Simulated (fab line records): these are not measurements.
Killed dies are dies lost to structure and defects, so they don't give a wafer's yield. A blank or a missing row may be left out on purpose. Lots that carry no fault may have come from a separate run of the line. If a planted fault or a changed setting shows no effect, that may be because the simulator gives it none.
One fault through the eyes of 2 desks | flow rit-cmos | what lay behind the numbers comes last; until then each desk has only its own

== AT THE METROLOGY DESK ==
What the gauges read for every lot (on any tool): the sampled wafers with a number, averaged. If a lot's mean is further than 4 standard deviations from the usual mean, the lot is out of limits and carries the mark OUT (the distance appears in the brackets).
Columns: A = ACTIVE_NITRIDE_THK at RIT_ACTIVE_THK_MEAS_04, usual 150.2 nm
lot  | first seen here | A
L207 | day 1 13:32     | 149.7
L208 | day 1 18:32     | 151.1
L209 | day 1 23:34     | 151.1
L210 | day 2 04:32     | 186.5 (+26) OUT
L213 | day 2 19:49     | 151.2
L214 | day 3 01:39     | 147.9
L215 | day 3 06:15     | 150.0
L220 | day 4 08:50     | 151.9
L225 | day 5 08:47     | 151.8
L227 | day 5 18:37     | 152.0
L228 | day 5 22:39     | 148.8
L229 | day 6 04:38     | 149.8
L230 | day 6 09:07     | 150.7
This desk's result: L210 out of limits, first on L210 (ACTIVE_NITRIDE_THK at RIT_ACTIVE_THK_MEAS_04), day 2 04:32. Within limits: L207, L208, L209, L213, L214, L215, L220, L225, L227, L228, L229, L230.

== FOR THE TOOL OWNER'S DESK: lpcvd-02 ==
The tool's own readings at RIT_ACTIVE_CVD_03 (deposits Si3N4 from SiH2Cl2/NH3, target thk 150 nm, time 1500 s): means of the sampled wafers that have a number, for each lot that ran on this tool. If a lot's mean is further than 4 standard deviations from the usual mean, the lot is out of limits and carries the mark OUT (the distance appears in the brackets).
Columns: A = zone-power-centre-pct at RIT_ACTIVE_CVD_03, usual 41 %
lot  | first seen here | A
L208 | day 1 17:07     | 46
L209 | day 1 22:08     | 38
L210 | day 2 03:07     | 38
L225 | day 5 07:20     | 47
L227 | day 5 16:29     | 37
L229 | day 6 03:13     | 37
L230 | day 6 07:42     | 47
Result from this desk: across the 7 lots, nothing is out of limits.

== ALL TOGETHER ==
On L210, the metrology desk was in a position to raise an alarm at day 2 04:32.
The desk of the tool owner found nothing out of limits.
The tool owner's desk has L210 on record, within its limits.
On lpcvd-02, each named lot ran RIT_ACTIVE_CVD_03.

== WHAT HAD BEEN PUT IN BY THE SIMULATOR ==
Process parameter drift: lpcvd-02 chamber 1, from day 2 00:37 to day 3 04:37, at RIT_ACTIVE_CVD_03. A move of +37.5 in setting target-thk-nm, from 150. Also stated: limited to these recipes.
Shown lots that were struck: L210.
Time in hours between the start of the fault and the first out-of-limits reading at each desk: metrology desk, 4.
